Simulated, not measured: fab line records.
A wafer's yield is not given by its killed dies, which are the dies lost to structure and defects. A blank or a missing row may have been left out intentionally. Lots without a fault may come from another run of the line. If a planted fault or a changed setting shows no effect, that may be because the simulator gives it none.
A lot that was struck, set against a sound lot | flow rit cmos | 15 out of 202 route steps
Sound: wafers L530.3, L530.5, L530.6. Wafers struck: L541.2, L541.3, L541.4. At the end, the cause is stated.
Order at every step that has rows: each side's tool, ch and its chambers, its first start. Under that, the readings that differ: sound wafers | struck wafers | difference of the means | sigmas: that difference in standard deviations of wafers without a fault.
alike: a reading whose means differ by less than 2 such deviations, as well as words and numbers matching on both sides. not compared: withheld readings; readings where some wafer has no value; bounds like >300 that might hide an equal value; numbers whose values overlap and for which the record gives no deviation.
Wherever a step has rows on one side only, a row that says differs or no value, or a row with sigmas, the two part there. Numbers that don't overlap but have no deviation are shown without sigmas and don't part them. A reading that every wafer of one side lacks parts them only if that side has two wafers or more.

RIT_CONTACT_CVD_00: deposits SiO2 from TEOS, target thk 400 nm, time 61 s.
  sound on pecvd-02 ch 0,1, day 3 08:06; struck on pecvd-01 ch 0,1, day 5 14:40
  alike: heater power w
RIT_CONTACT_THK_MEAS_01:
  sound: film metro-02 at day 3 08:10; struck: film metro-03 at day 5 14:43
  alike: CONTACT_TEOS_THK
then, 6 steps without rows for these wafers: RIT_CONTACT_HMDS_02 (prime time 60 s); RIT_CONTACT_COAT_03 (resist thk 1000 nm); RIT_CONTACT_SOFTBAKE_04 (time 60 s); RIT_CONTACT_EXPOSE_05 (exposes mask M11, target cd 1000 nm); RIT_CONTACT_PEB_06; RIT_CONTACT_DEVELOP_07 (develop time 120 s).
RIT_CONTACT_CD_MEAS_08: the cd target is 1000 nm.
  sound: cd sem-01 at day 3 09:21; struck: cd sem-02 at day 5 15:45
  reading    | sound                | struck            | difference | sigmas
  cd nm (nm) | 1002.3 1004.3 1003.0 | 996.7 996.5 995.1 | -7.1       | -3
RIT_CONTACT_OVL_MEAS_09:
  sound: overlay-02 at day 3 09:26; struck: overlay-01 at day 5 15:52
  reading          | sound       | struck      | difference | sigmas
  CONTACT_OVL (nm) | 1.6 1.1 0.9 | 4.4 4.8 5.3 | +3.6       | +2
then, 1 step without rows for these wafers: RIT_CONTACT_HARDBAKE_10 (time 60 s).
RIT_CONTACT_ETCH_11: etches SiO2 in CHF3/CF4/Ar, stops on TiSi2, target depth 480 nm, time 320 s.
  sound on rie diel-02 ch 2,3, day 3 09:37; struck on rie diel-01 ch 0,1,2, day 5 16:02
  reading               | sound             | struck            | difference | sigmas
  oes product au (a.u.) | 1.021 1.010 1.030 | 1.011 0.973 0.972 | -0.035     | -2
  alike: drypump motor current A, throttle valve pct
  not compared: rf hours counter h
RIT_CONTACT_STRIP_12: strips in O2, time 180 s.
  sound on plasma asher-02 ch 0,1, day 3 09:52; struck on plasma asher-03 ch 0,1, day 5 16:14
  reading          | sound                | struck               | difference | sigmas
  run length s (s) | 208.29 207.99 208.46 | 196.18 196.37 196.72 | -11.82     | -42
  alike: drypump motor current A
  not compared: rf hours counter h
RIT_CONTACT_CD_MEAS_90: the cd target is 1000 nm.
  sound: cd sem-01 at day 3 10:01; struck: cd sem-01 at day 5 16:26
  reading    | sound                | struck            | difference | sigmas
  cd nm (nm) | 1002.1 1004.5 1002.8 | 996.7 996.9 994.8 | -7.0       | -3
RIT_M1_PROBE_99:
  the record holds rows for the sound wafers here (prober-01, day 3 15:42) but none for the struck ones

== WHERE THEY PART ==
First at RIT_CONTACT_CD_MEAS_08; last, within this record, at RIT_M1_PROBE_99.

WHY: what had been put in by the simulator
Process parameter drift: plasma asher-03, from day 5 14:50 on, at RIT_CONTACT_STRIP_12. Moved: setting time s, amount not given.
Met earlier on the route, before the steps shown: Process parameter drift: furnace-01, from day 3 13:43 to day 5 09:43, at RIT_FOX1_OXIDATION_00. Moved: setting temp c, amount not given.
